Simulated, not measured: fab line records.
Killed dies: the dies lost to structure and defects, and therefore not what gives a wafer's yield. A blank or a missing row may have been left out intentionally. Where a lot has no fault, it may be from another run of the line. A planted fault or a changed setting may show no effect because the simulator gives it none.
fab line records	flow rit_cmos
record lots=5	wafers=23
route steps=202 shown SILICIDE@162 CONTACT@179
start_h: hours from the record's opening day to when the first of the lot's shown wafers began	wait_h: hours since the lot's step before	" repeats the value in the row above	L1.1+2: a row that stands for several wafers	- no value present, or no start provided	* or withheld: withheld	< > ~ a bound
route shown NAME@n: a module of which the file shows steps, and the number in the route of the first	usual: mean/standard deviation taken from wafers without a fault	same: alike in all rows	chamber/n: place in a boat	sites: per-site readings	_std_site: the values' standard deviation	_edge_site: the outer-site mean with the inner-site mean subtracted	radius_mm: how far each site lies from the wafer's centre	mask NAME#n: copy n	behind: the last tool/chamber to shape the wafer	hold: cause of the lot's hold/its duration in hours/its outcome	device: the transistor (n, p or np) that didn't switch	end of line: the route-end tests of the same wafers	a step given without rows: its recipe and nothing more	killed: count of dies lost to structure and defects at first sort (not the wafer's yield)	map: dies across one wafer; x = killed, . = not, _ = none there
set.NAME: the run value of the setting; set.NAME@STEP: its run value at that earlier step	model.NAME: the simulator's own value behind a step, which no gauge read
lots where settings were altered on purpose, with a table for each step and a row for each wafer
## steps
# step RIT_SILICIDE_SPUTTER_01
# recipe material=Ti	target_thk_nm=30	power_w=350	chamber_pressure_pa=0.667	gas=Ar	time_s=240	substrate_temp_c=25
lot.wafer	tool	chamber	start_h	wait_h	set.time_s	model.Ti_of_SILICIDE_SPUTTER_01.thk_nm
L075.2	pvd_sputter-02	-	61.92	0.0	240	29.93
L075.3	"	-	"	"	261.2	32.31
L075.4	"	-	"	"	240	29.86
L075.5	"	-	"	"	240	29.85
L075.6	"	-	"	"	261.2	32.59
L076.1	pvd_sputter-01	-	63.22	0.0	240	29.75
L076.2	"	-	"	"	268	33.5
L076.3	"	-	"	"	268	33.22
L076.4	"	-	"	"	240	29.84
L076.5	"	-	"	"	240	29.77
L080.1	pvd_sputter-01	-	86.12	0.0	240	30.14
L080.2	"	-	"	"	240	30.2
L080.5	"	-	"	"	240	30.28
L081.2	pvd_sputter-02	-	92.33	0.0	240	29.68
L081.3	"	-	"	"	250.5	30.99
L081.4	"	-	"	"	240	29.99
L081.5	"	-	"	"	250.5	31.38
L081.6	"	-	"	"	240	29.89
L083.1	pvd_sputter-02	-	104.53	0.0	214.9	27.09
L083.3	"	-	"	"	240	30.22
L083.4	"	-	"	"	240	30.16
L083.5	"	-	"	"	240	29.8
L083.6	"	-	"	"	214.9	27.15
# step RIT_SILICIDE_RS_MEAS_02
# recipe thk_meas_gauge=four-point-probe	reads=Ti_of_SILICIDE_SPUTTER_01
# usual SILICIDE_TI_RS=48.0/0.54
lot.wafer	tool	chamber	start_h	wait_h	set.time_s@SILICIDE_SPUTTER_01	SILICIDE_TI_RS[ohm/sq]
L075.2	film_metro-02	-	62.09	0.1	240	48.0
L075.3	"	-	"	"	261.2	43.6
L075.4	"	-	"	"	240	48.1
L075.5	"	-	"	"	240	48.2
L075.6	"	-	"	"	261.2	43.1
L076.1	film_metro-04	-	63.37	0.1	240	48.3
L076.2	"	-	"	"	268	41.7
L076.3	"	-	"	"	268	42.2
L076.4	"	-	"	"	240	48.2
L076.5	"	-	"	"	240	48.4
L080.1	film_metro-04	-	86.27	0.1	240	47.6
L080.2	"	-	"	"	240	47.5
L080.5	"	-	"	"	240	47.2
L081.2	film_metro-04	-	92.50	0.1	240	48.5
L081.3	"	-	"	"	250.5	45.8
L081.4	"	-	"	"	240	47.9
L081.5	"	-	"	"	250.5	45.2
L081.6	"	-	"	"	240	48.1
L083.1	film_metro-02	-	104.68	0.1	214.9	54.3
L083.3	"	-	"	"	240	47.4
L083.4	"	-	"	"	240	47.5
L083.5	"	-	"	"	240	48.2
L083.6	"	-	"	"	214.9	54.3
# step RIT_SILICIDE_THK_MEAS_03
# recipe thk_meas_gauge=xrf	reads=Ti_of_SILICIDE_SPUTTER_01
# usual SILICIDE_TI_THK=29.67/0.27
lot.wafer	tool	chamber	start_h	wait_h	set.time_s@SILICIDE_SPUTTER_01	SILICIDE_TI_THK[nm]
L075.2	film_metro-02	-	62.20	0.1	240	29.53
L075.3	"	-	"	"	261.2	31.76
L075.4	"	-	"	"	240	29.39
L075.5	"	-	"	"	240	29.34
L075.6	"	-	"	"	261.2	32.15
L076.1	film_metro-04	-	63.49	0.1	240	29.96
L076.2	"	-	"	"	268	33.34
L076.3	"	-	"	"	268	33.16
L076.4	"	-	"	"	240	29.84
L076.5	"	-	"	"	240	29.66
L080.1	film_metro-04	-	86.39	0.1	240	29.90
L080.2	"	-	"	"	240	29.92
L080.5	"	-	"	"	240	29.86
L081.2	film_metro-04	-	92.61	0.1	240	29.42
L081.3	"	-	"	"	250.5	30.73
L081.4	"	-	"	"	240	29.56
L081.5	"	-	"	"	250.5	31.16
L081.6	"	-	"	"	240	29.75
L083.1	film_metro-02	-	104.80	0.1	214.9	26.65
L083.3	"	-	"	"	240	29.75
L083.4	"	-	"	"	240	29.79
L083.5	"	-	"	"	240	29.36
L083.6	"	-	"	"	214.9	26.78
# step RIT_CONTACT_ETCH_11
# recipe target_depth_a=4800	over_etch_frac=0.2	stop_on=TiSi2	chemistry=CHF3/CF4/Ar	target=SiO2	CHF3_flow_sccm=50	cf4_flow_sccm=10	Ar_flow_sccm=100	O2_flow_sccm=5	pressure_mtorr=100	rf_w=200	time_s=320
lot.wafer	tool	chamber	start_h	wait_h	set.time_s	model.NOVOLAK_of_CONTACT_COAT_03.thk_nm
L075.2+5	rie_diel-04	3,2	64.08	0.1	320	768.2
L075.3	"	2	"	"	356.5	755.9
L075.4	"	3	"	"	356.5	754.2
L075.6	"	1	"	"	320	768.3
L076.1+4	rie_diel-03	3,0	65.10	0.1	320	766.2
L076.2	"	2	"	"	320	769.1
L076.3	"	1	"	"	348.8	758.7
L076.5	"	2	"	"	348.8	757.4
L080.1	rie_diel-03	1	88.02	0.1	320	770.6
L080.2	"	2	"	"	320	768.1
L080.5	"	2	"	"	320	770.3
L081.2	rie_diel-04	3	94.21	0.1	320	764.4
L081.3	"	0	"	"	320	767.8
L081.4	"	2	"	"	298.7	776
L081.5	"	3	"	"	320	765.5
L081.6	"	2	"	"	298.7	777
L083.1	rie_diel-04	3	106.42	0.1	341.1	757.7
L083.3	"	0	"	"	320	772.3
L083.4	"	2	"	"	341.1	764.2
L083.5	"	2	"	"	320	771.8
L083.6	"	3	"	"	320	768.8
## key
split step=RIT_SILICIDE_SPUTTER_01	setting=time_s	stated=240	by=wafer
response step=RIT_SILICIDE_SPUTTER_01	reading=model.Ti_of_SILICIDE_SPUTTER_01.thk_nm	change=+0.295	per=1%	r=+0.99
response step=RIT_SILICIDE_RS_MEAS_02	reading=SILICIDE_TI_RS	change=-0.574	per=1%	r=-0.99
response step=RIT_SILICIDE_THK_MEAS_03	reading=SILICIDE_TI_THK	change=+0.289	per=1%	r=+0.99
split step=RIT_CONTACT_ETCH_11	setting=time_s	stated=320	by=wafer
response step=RIT_CONTACT_ETCH_11	reading=model.NOVOLAK_of_CONTACT_COAT_03.thk_nm	change=-1.24	per=1%	r=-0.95
